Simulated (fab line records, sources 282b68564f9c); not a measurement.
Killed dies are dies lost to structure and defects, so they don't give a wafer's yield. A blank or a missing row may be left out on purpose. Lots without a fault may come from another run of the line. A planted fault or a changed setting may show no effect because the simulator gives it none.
fab line records | flow rit_cmos
record lots=13 wafers=39 last_day=7
route steps=202 shown CONTACT@168 M1@202
lots that met no fault: from a run of the same line without faults
start_h: hours from the record's first day to the start of the lot's first wafer shown | wait_h: hours since the lot's step before | " the same as in the row above | L1.1+2: a row that stands for several wafers | - no value, or no start given | * or withheld: withheld | < > ~ a bound
route shown NAME@n: a module of which the file shows steps, and the number in the route of the first | usual: mean/standard deviation of fault-free wafers | same: alike in all rows | chamber/n: place in a boat | sites: the reading at each site | _std_site: their standard deviation | _edge_site: outer sites' mean less inner sites' | radius_mm: how far each site lies from the wafer's centre | mask NAME#n: copy n | behind: the tool/chamber that last shaped the wafer | hold: why the lot was held/for how many hours/how that ended | device: the transistor (n, p or np) that didn't switch | end of line: the same wafers' tests at the end of the route | a step without rows: its recipe alone | killed: dies lost to structure and defects at the first sort, not the wafer's yield | map: a wafer's dies, x killed, . not, _ none there
set.NAME: the setting as run; set.NAME@STEP: as run at that earlier step | model.NAME: the simulator's own value behind a step, which no gauge read
steps of the route over a sample of lots; a table a step, a row a wafer
services: from which hour (start_h, from the record's first day; less than 0 if before it) a tool's chamber was out of use, for how many hours, and why
## steps
# step RIT_CONTACT_CVD_00
# recipe material=SiO2 target_thk_nm=400 precursor=TEOS temp_c=390 time_s=63.28 rf_w=400
# usual heater_power_w=319/50
# columns lot.wafer tool chamber start_h wait_h heater_power_w since_wet_clean_h
L841.3 pecvd-02 2 51.37 0.0 342 607
L841.4 " 0 " " 295 -
L841.5 " 1 " " 284 -
L842.3 pecvd-01 2 55.63 0.0 308 1001
L842.4 " 2 " " 323 -
L842.6 " 0 " " 301 -
L843.1 pecvd-04 1 60.27 0.1 268 1397
L843.2 " 2 " " 432 1397
L843.6 " 1 " " 278 -
L844.1 pecvd-02 1 65.34 0.1 242 621
L844.3 " 0 " " 273 621
L844.5 " 1 " " 262 -
L845.2 pecvd-01 0 71.73 0.0 326 1017
L845.4 " 0 " " 246 -
L845.5 " 2 " " 236 -
L847.3 pecvd-02 0 80.69 0.0 316 636
L847.4 " 1 " " 322 -
L847.6 " 2 " " 284 -
L851.2 pecvd-01 1 99.95 0.1 319 1046
L851.3 " 0 " " 256 1046
L851.5 " 0 " " 276 -
L854.1 pecvd-01 2 115.25 0.1 307 1061
L854.2 " 0 " " 302 1061
L854.6 " 1 " " 350 -
L856.1 pecvd-02 2 125.69 0.1 325 681
L856.3 " 1 " " 292 681
L856.6 " 2 " " 333 -
L860.4 pecvd-01 2 145.08 0.0 262 -
L860.5 " 1 " " 357 -
L860.6 " 0 " " 308 -
L861.2 pecvd-04 0 150.83 0.0 413 1487
L861.3 " 2 " " 391 1487
L861.4 " 2 " " 405 -
L863.4 pecvd-01 0 160.62 0.0 307 -
L863.5 " 2 " " 323 -
L863.6 " 1 " " 293 -
L864.2 pecvd-04 2 164.94 0.0 430 1501
L864.4 " 1 " " 228 -
L864.5 " 0 " " 365 -
# step RIT_CONTACT_THK_MEAS_01
# recipe reads=SiO2_of_CONTACT_CVD_00
# usual CONTACT_TEOS_THK=416/5.5
# columns lot.wafer tool chamber start_h wait_h hold CONTACT_TEOS_THK[nm]
L841.3 film_metro-04 - 51.44 0.0 - 417
L841.4 " - " " - 421
L841.5 " - " " - 416
L842.3 film_metro-04 - 55.70 0.0 - 413
L842.4 " - " " - 421
L842.6 " - " " - 420
L843.1 film_metro-04 - 60.33 0.0 - 411
L843.2 " - " " - 406
L843.6 " - " " - 423
L844.1 film_metro-01 - 65.39 0.0 - 410
L844.3 " - " " - 413
L844.5 " - " " - 426
L845.2 film_metro-01 - 71.79 0.0 - 416
L845.4 " - " " - 426
L845.5 " - " " - 423
L847.3 film_metro-01 - 80.76 0.0 - 406
L847.4 " - " " - 415
L847.6 " - " " - 422
L851.2 film_metro-01 - 100.01 0.0 - 414
L851.3 " - " " - 417
L851.5 " - " " - 423
L854.1 film_metro-01 - 115.30 0.0 - 413
L854.2 " - " " - 414
L854.6 " - " " - 413
L856.1 film_metro-01 - 125.74 0.0 await_dispo/0.2h/release 150
L856.3 " - " " await_dispo/0.2h/release 409
L856.6 " - " " await_dispo/0.2h/release 148
L856.1 film_metro-01 - 125.97 0.2 - 150
L856.3 " - " " - 409
L856.6 " - " " - 148
L860.4 film_metro-01 - 145.13 0.0 - 417
L860.5 " - " " - 419
L860.6 " - " " - 426
L861.2 film_metro-04 - 150.89 0.0 - 411
L861.3 " - " " - 413
L861.4 " - " " - 413
L863.4 film_metro-03 - 160.68 0.0 - 424
L863.5 " - " " - 419
L863.6 " - " " - 424
L864.2 film_metro-04 - 165.00 0.0 - 409
L864.4 " - " " - 418
L864.5 " - " " - 417
# step RIT_M1_PROBE_99
# usual killed_at_contacts=0.1/0.35 killed_at_front_end=6.6/2.7 killed_dies=6.7/2.8 killed_open=3.4/2.1 killed_short=3.3/1.8
# same gross_dies=264 killed_at_M0_to_M3=0 killed_at_M4_up=0 killed_at_back_side=0 killed_at_other=0
# columns lot.wafer tool chamber start_h wait_h killed_at_contacts killed_at_front_end killed_dies killed_open killed_short
L856.1 prober-01 - 138.06 0.1 0 8 8 3 5
L856.3 prober-01 - 138.16 0.2 0 12 12 6 6
L856.6 prober-01 - 138.31 0.2 0 7 7 4 3
# killed by level:class
L856.1 GATE:geometric_particle:short=3 FOX1:geometric_particle:open=2 FOX1:geometric_particle:short=2 REOX:geometric_particle:open=1
L856.3 GATE:geometric_particle:short=3 FOX1:geometric_particle:open=2 REOX:geometric_particle:short=2 REOX:geometric_particle:open=2 FOX2:geometric_particle:short=1 GATE:geometric_particle:open=1 SPACER:geometric_particle:open=1
L856.6 FOX1:geometric_particle:open=2 FOX1:geometric_particle:short=2 GATE:geometric_particle:open=1 REOX:geometric_particle:short=1 SILICIDE:geometric_particle:open=1
## services
# columns tool chamber start_h hours kind
pecvd-01 - 59.08 1.0 repair
pecvd-02 - 73.81 1.2 repair
pecvd-02 2 108.58 6.1 repair
pecvd-04 1 113.40 3.5 repair
pecvd-04 - 117.24 0.8 repair
pecvd-01 2 130.55 7.8 repair
pecvd-04 1 159.49 4.0 repair
## key
first_sign step=RIT_CONTACT_THK_MEAS_01 reading=visit direction=added
effect step=RIT_CONTACT_THK_MEAS_01 reading=CONTACT_TEOS_THK direction=down sigmas=49 usual=416 struck=149
met_at RIT_CONTACT_CVD_00
struck_lots L856
struck_wafers L856.1,L856.6
tester_left_out L856
onset_between 80.69 125.69
fault kind=process_parameter_drift tool=pecvd-02 chamber=2 onset_h=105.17 steps=RIT_CONTACT_CVD_00 channel=target_thk_nm offset=-263.74 shape=step end_h=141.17 stated=400
# tester_left_out: of these lots the tester's yield and bins aren't shown, on N5 and GAA mostly nor the transistor test; their killed dies are dies lost to structure and defects alone, not to doping, threshold or leakage, so they don't give the yield
